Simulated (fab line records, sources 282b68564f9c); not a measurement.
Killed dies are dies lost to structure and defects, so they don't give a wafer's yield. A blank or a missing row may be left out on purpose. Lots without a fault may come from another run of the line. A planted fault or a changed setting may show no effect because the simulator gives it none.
Which tool did it? | flow rit_cmos | 14 lots, 42 wafers sampled, at 2 steps of a route of 202

WHAT THE GAUGES READ, wafer by wafer
The record holds no reading of a measuring or inspecting step that can be judged against a usual standard deviation.

WHICH TOOL RAN EACH LOT (tool, then ch and the chambers of the sampled wafers, then the start)
lot  | RIT_M1_METAL_ETCH_12             | RIT_M1_PROBE_99
L963 | rie_metal-02 ch 0,1, day 3 17:58 | prober-02, day 3 20:13
L965 | rie_metal-03 ch 0,1, day 4 03:11 | prober-02, day 4 05:26
L967 | rie_metal-04 ch 0,1, day 4 16:23 | prober-02, day 4 18:38
L968 | rie_metal-03 ch 0,1, day 4 18:52 | prober-01, day 4 21:13
L971 | rie_metal-03 ch 0,1, day 5 06:49 | prober-02, day 5 09:48
L972 | rie_metal-02 ch 0,1, day 5 11:11 | prober-01, day 5 13:26
L973 | rie_metal-04 ch 0,1, day 5 15:28 | prober-02, day 5 17:43
L975 | rie_metal-02 ch 0,1, day 6 00:33 | prober-02, day 6 02:51
L978 | rie_metal-02 ch 0,1, day 6 17:46 | prober-01, day 6 20:05
L979 | rie_metal-03 ch 0,1, day 6 21:20 | prober-02, day 6 23:36
L981 | rie_metal-03 ch 0,1, day 7 06:47 | prober-02, day 7 09:03
L983 | rie_metal-04 ch 0,1, day 7 15:15 | prober-02, day 7 17:38
L985 | rie_metal-02 ch 0,1, day 8 04:57 | prober-02, day 8 07:20
L986 | rie_metal-04 ch 0,1, day 8 12:07 | prober-01, day 8 14:25
- RIT_M1_METAL_ETCH_12: etches Al in Cl2/BCl3, stops on SiO2, time 165 s, target depth 600 nm.
- RIT_M1_PROBE_99

WHAT THE TOOLS THEMSELVES READ (means of the sampled wafers that have a number; where no wafer has one, the mark that the record gives instead)
RIT_M1_METAL_ETCH_12.
lot  | tool         | chamber_pressure_mTorr (mTorr) | drypump_motor_current_A (A) | he_backside_leak_sccm (sccm) | oes_product_au (a.u.) | throttle_valve_pct (%)
L963 | rie_metal-02 | 100.07                         | 5.6                         | 3.4                          | 0.779                 | 8.25
L965 | rie_metal-03 | 99.94                          | 4.9                         | 3.2                          | 0.778                 | 8.31
L967 | rie_metal-04 | 99.96                          | 5.7                         | 3.4                          | 0.786                 | 8.32
L968 | rie_metal-03 | 100.10                         | 4.9                         | 3.2                          | 0.773                 | 8.30
L971 | rie_metal-03 | 99.95                          | 4.9                         | 3.2                          | 0.780                 | 8.30
L972 | rie_metal-02 | 99.99                          | 5.2                         | 3.5                          | 0.787                 | 8.26
L973 | rie_metal-04 | 99.94                          | 5.6                         | 3.4                          | 0.781                 | 8.33
L975 | rie_metal-02 | 100.02                         | 5.6                         | 3.3                          | 0.778                 | 8.25
L978 | rie_metal-02 | 100.03                         | 5.2                         | 3.5                          | 0.790                 | 8.26
L979 | rie_metal-03 | 106.68                         | 4.8                         | 3.1                          | 0.771                 | 8.29
L981 | rie_metal-03 | 113.38                         | 4.9                         | 3.2                          | 0.777                 | 8.31
L983 | rie_metal-04 | 100.03                         | 5.7                         | 3.3                          | 0.783                 | 8.32
L985 | rie_metal-02 | 100.03                         | 5.2                         | 3.6                          | 0.787                 | 8.26
L986 | rie_metal-04 | 100.01                         | 5.5                         | 3.4                          | 0.782                 | 8.34

RIT_M1_PROBE_99.
lot  | tool      | defect_limited_yield (%) | killed_at_contacts | killed_at_front_end | killed_dies | killed_open | killed_short | sort_bin_3_pad_short (%) | sort_bin_5_function (%) | sort_bin_6_memory (%) | sort_n_pass | sort_yield_pct (%)
L963 | prober-02 | 97.8                     | 0.0                | 6                   | 6           | 2.3         | 3.3          | 0.1                      | 1.2                     | 0.8                   | 258         | 97.8
L965 | prober-02 | 96.2                     | 0.0                | 10                  | 10          | 4.7         | 5.3          | 0.3                      | 2.0                     | 1.5                   | 254         | 96.2
L967 | prober-02 | 96.2                     | 0.0                | 10                  | 10          | 4.3         | 5.7          | 0.1                      | 1.9                     | 1.8                   | 254         | 96.2
L968 | prober-01 | 98.5                     | 0.0                | 4                   | 4           | 2.0         | 2.0          | 0.1                      | 0.9                     | 0.5                   | 260         | 98.5
L971 | prober-02 | 97.6                     | 0.0                | 6                   | 6           | 3.0         | 3.3          | 0.0                      | 1.6                     | 0.8                   | 258         | 97.6
L972 | prober-01 | 96.3                     | 0.0                | 10                  | 10          | 5.0         | 4.7          | 0.5                      | 1.9                     | 1.3                   | 254         | 96.3
L973 | prober-02 | 98.0                     | 0.0                | 5                   | 5           | 2.3         | 2.3          | 0.3                      | 0.9                     | 0.9                   | 259         | 98.0
L975 | prober-02 | 96.7                     | 0.0                | 9                   | 9           | 2.7         | 6.0          | 0.1                      | 2.2                     | 1.0                   | 255         | 96.7
L978 | prober-01 | 96.4                     | 0.0                | 9                   | 9           | 4.3         | 4.7          | 0.1                      | 1.8                     | 1.6                   | 255         | 96.4
L979 | prober-02 | 96.6                     | 0.0                | 9                   | 9           | 5.0         | 3.7          | 0.0                      | 2.2                     | 1.3                   | 255         | 96.6
L981 | prober-02 | 98.2                     | 0.3                | 4                   | 5           | 2.7         | 2.0          | 0.3                      | 1.0                     | 0.5                   | 259         | 98.2
L983 | prober-02 | 98.0                     | 0.0                | 5                   | 5           | 2.3         | 3.0          | 0.0                      | 1.1                     | 0.9                   | 259         | 98.0
L985 | prober-02 | 98.1                     | 0.0                | 5                   | 5           | 2.3         | 2.7          | 0.0                      | 1.0                     | 0.9                   | 259         | 98.1
L986 | prober-01 | 97.7                     | 0.0                | 6                   | 6           | 2.3         | 3.7          | 0.1                      | 1.1                     | 1.0                   | 258         | 97.7

THE ANSWER, worked out from the rows above alone
Rule: what is usual is taken from the lots themselves. Put in order of their means at a reading, lots are off if they are a third of the lots or fewer, leave a main group of 4 or more, and stand apart from it by a gap of 3 or more times the standard deviation of the main group's means; of several such gaps the widest counts. A main group whose means are all the same, to the digits that the tables above print for the reading, isn't used. A lot without any number at a reading at which 4 lots or more have one is off too. The other lots that the step has rows for count as sound. The gauges are gone through in route order, then the tools' own readings, and for those a lot's mean is taken as printed above. The first step at which some lot is off is used, and at that step the reading that is off furthest; a lot without a number counts as furthest.
Off: L979, L981, at RIT_M1_METAL_ETCH_12 (chamber_pressure_mTorr). The main group: mean 100.01 mTorr, standard deviation 0.049.
A tool fits if, at that step or a process step before it, it ran every lot that is off, and no sound lot after the first of them. One fits: rie_metal-03 at RIT_M1_METAL_ETCH_12. Its last sound lot is L971 (day 5 06:49), its first lot that is off L979 (day 6 21:20): a fault that began between those two fits.
The tool's own readings at RIT_M1_METAL_ETCH_12 bear it out: on the lots that are off they differ by more than 5 times the standard deviation of the sound lots' means. chamber_pressure_mTorr reads 110.03 mTorr there against 100.01 mTorr on the sound lots.

WHAT THE SIMULATOR HAD PUT IN
Process parameter drift: rie_metal-03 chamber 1, from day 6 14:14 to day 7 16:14, at RIT_M1_METAL_ETCH_12. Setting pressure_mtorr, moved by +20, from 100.
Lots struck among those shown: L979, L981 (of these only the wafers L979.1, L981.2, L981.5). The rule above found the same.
